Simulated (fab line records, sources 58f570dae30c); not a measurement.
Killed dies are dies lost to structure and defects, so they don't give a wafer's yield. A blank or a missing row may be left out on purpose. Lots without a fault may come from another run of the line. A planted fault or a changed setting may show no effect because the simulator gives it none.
Which tool did it? | flow berkeley_cmos170 | 7 lots, 21 wafers sampled, at 2 steps of a route of 331

WHAT THE GAUGES READ, wafer by wafer
UCB170_SCREENOX_THK_MEAS_02.
lot  | measured    | on            | SCREENOX_OXIDE_THK (nm)
L961 | day 7 00:07 | film_metro-01 | 15.72 15.49 15.88
L964 | day 7 00:06 | film_metro-02 | 15.41 15.33 15.40
L967 | day 8 00:56 | film_metro-04 | 15.35 15.57 15.47
L971 | day 8 23:03 | film_metro-04 | 15.55 15.75 15.55
L973 | day 9 10:32 | film_metro-01 | 14.96 15.10 15.12
L975 | day 9 21:37 | film_metro-02 | 20.15 20.45 20.45
L977 | day 9 21:35 | film_metro-04 | 20.33 20.26 20.47

WHICH TOOL RAN EACH LOT (tool, then ch and the chambers of the sampled wafers, then the start)
lot  | UCB170_SCREENOX_OXIDATION_01
L961 | furnace-04 ch 0, day 6 22:26
L964 | furnace-04 ch 0, day 6 22:26
L967 | furnace-01 ch 0, day 7 23:14
L971 | furnace-04 ch 0, day 8 21:23
L973 | furnace-01 ch 0, day 9 08:52
L975 | furnace-04 ch 0, day 9 19:55
L977 | furnace-04 ch 0, day 9 19:55
- UCB170_SCREENOX_OXIDATION_01: target thk 14.4 nm, ox time 2400 s.

THE ANSWER, worked out from the rows above alone
Rule: what is usual is taken from the lots themselves. Put in order of their means at a reading, lots are off if they are a third of the lots or fewer, leave a main group of 4 or more, and stand apart from it by a gap of 3 or more times the standard deviation of the main group's means; of several such gaps the widest counts. A main group whose means are all the same, to the digits that the tables above print for the reading, isn't used. A lot without any number at a reading at which 4 lots or more have one is off too. The other lots that the step has rows for count as sound.
Off: L975, L977, at UCB170_SCREENOX_THK_MEAS_02 (SCREENOX_OXIDE_THK). The main group: mean 15.44 nm, standard deviation 0.22.
A tool fits if, at a process step before that reading, it ran every lot that is off, and no sound lot after the first of them. The gauges at UCB170_SCREENOX_THK_MEAS_02 are tried like those tools. One fits: furnace-04 at UCB170_SCREENOX_OXIDATION_01. Its last sound lot is L971 (day 8 21:23), its first lot that is off L975 (day 9 19:55): a fault that began between those two fits.

WHAT THE SIMULATOR HAD PUT IN
Process parameter drift: furnace-04, from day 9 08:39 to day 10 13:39, at UCB170_SCREENOX_OXIDATION_01. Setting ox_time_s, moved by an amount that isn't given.
Lots struck among those shown: L977, L975. The rule above found the same.
